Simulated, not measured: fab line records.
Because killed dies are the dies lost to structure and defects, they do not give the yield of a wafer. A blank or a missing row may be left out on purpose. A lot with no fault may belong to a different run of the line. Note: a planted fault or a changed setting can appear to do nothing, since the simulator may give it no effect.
Lot-split experiment | flow rit_cmos | 23 wafers read across 5 lots, on a route 202 steps long

THE SPLIT ITSELF
At RIT_NLDD_COAT_01 (resist thk 1000 nm), the setting spin_rpm was moved away from the recipe's 3250 rpm on 8 of the 23 wafers read, by +3.9% to +5.5%. The other wafers ran this setting at the recipe's value.

FROM THE SPLIT TO THE READING: what the file shows between them, 3 steps
- RIT_NLDD_SOFTBAKE_02: time 60 s
- RIT_NLDD_EXPOSE_03: exposes mask M7, target cd 40700 nm
- RIT_NLDD_DEVELOP_05: develop time 50 s

THE READING
NOVOLAK_of_NLDD_COAT_01.thk_nm (the simulator's own value, which no gauge read), in nm, at RIT_NLDD_HARDBAKE_07 (time 60 s). The file gives no usual value for it. The 15 wafers here that ran the recipe average 881.9 nm, standard deviation 1.5 nm.

wafer  | tool, chamber at the split | spin_rpm as run, rpm | against the recipe | NOVOLAK_of_NLDD_COAT_01.thk_nm, nm | against lot-mates on the recipe
L076.2 | litho_track-03, 0          | 3384                 | +4.1%              | 865.2                              | -16.0
L076.3 | litho_track-03, 0          | 3384                 | +4.1%              | 865                                | -16.2
L076.4 | litho_track-03, 0          | 3250                 | recipe             | 883.7                              | -
L076.5 | litho_track-03, 0          | 3250                 | recipe             | 880.9                              | -
L076.6 | litho_track-03, 0          | 3250                 | recipe             | 879                                | -
L078.1 | litho_track-03, 0          | 3250                 | recipe             | 881.6                              | -
L078.4 | litho_track-03, 0          | 3250                 | recipe             | 881.6                              | -
L078.2 | litho_track-03, 0          | 3250                 | recipe             | 879.3                              | -
L078.3 | litho_track-03, 0          | 3250                 | recipe             | 880.6                              | -
L078.5 | litho_track-03, 0          | 3250                 | recipe             | 882                                | -
L080.1 | litho_track-03, 0          | 3377                 | +3.9%              | 865.9                              | -17.1
L080.2 | litho_track-03, 0          | 3377                 | +3.9%              | 867.3                              | -15.8
L080.3 | litho_track-03, 0          | 3250                 | recipe             | 882.3                              | -
L080.5 | litho_track-03, 0          | 3250                 | recipe             | 883.8                              | -
L080.6 | litho_track-03, 0          | 3377                 | +3.9%              | 864.5                              | -18.5
L082.1 | litho_track-01, 0          | 3430                 | +5.5%              | 858.5                              | -22.8
L082.2 | litho_track-01, 0          | 3250                 | recipe             | 881.1                              | -
L082.4 | litho_track-01, 0          | 3250                 | recipe             | 881.5                              | -
L082.5 | litho_track-01, 0          | 3430                 | +5.5%              | 860.9                              | -20.4
L082.6 | litho_track-01, 0          | 3430                 | +5.5%              | 859.2                              | -22.1
L083.2 | litho_track-01, 0          | 3250                 | recipe             | 884.1                              | -
L083.4 | litho_track-01, 0          | 3250                 | recipe             | 883                                | -
L083.6 | litho_track-01, 0          | 3250                 | recipe             | 883.8                              | -

THE FIT
A straight line over all 23 wafers: NOVOLAK_of_NLDD_COAT_01.thk_nm changes by -4.06 nm for each +1% of spin_rpm; r = -0.99; the points scatter about the line by 1.4 nm.
The same after taking each lot's own level away (the mean of its wafers on the recipe; 23 wafers): -4.04 nm for each +1%; r = -0.99; scatter 1.2 nm.
On that fit, the largest move of spin_rpm shifts the reading by 22 nm.
Measured against the standard deviation above, the lots' own levels, which go from 881.02 to 883.63 nm, span 1.7 times it.
The two slopes are in agreement: the lot-to-lot level therefore moves the slope only a little.
Check: for one of the wafers moved furthest among these (+5.5%), held out of the fit, the line's prediction against its lot-mates is -22.3 nm. Against them it came out at -22.8 nm.

THE OTHER SPLITS THESE WAFERS WENT THROUGH
Note: prior to the reading, these wafers also went through further splits. Each is held against what the fit with the lots' levels taken away leaves over:
other split on the same wafers | wafers away from the commonest value | r with NOVOLAK_of_NLDD_COAT_01.thk_nm (lot level and that fit taken away)
RIT_GATE_EXPOSE_13 dose_mj     | 7                                    | +0.28

THE WHOLE CHAIN: every reading that the file lists as answering this split, in the file's order
step                 | what it does       | reading                                                                         | change (the file's fit)              | r (the file's)
RIT_NLDD_COAT_01     | resist thk 1000 nm | NOVOLAK_of_NLDD_COAT_01.thk_nm (the simulator's own value, which no gauge read) | -4.61 nm for each +1% of the setting | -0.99
RIT_NLDD_HARDBAKE_07 | time 60 s          | NOVOLAK_of_NLDD_COAT_01.thk_nm (the simulator's own value, which no gauge read) | -4.03 nm for each +1% of the setting | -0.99

THE FILE'S OWN FIT
NOVOLAK_of_NLDD_COAT_01.thk_nm changes by -4.03 nm for each +1% of spin_rpm, r = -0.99.
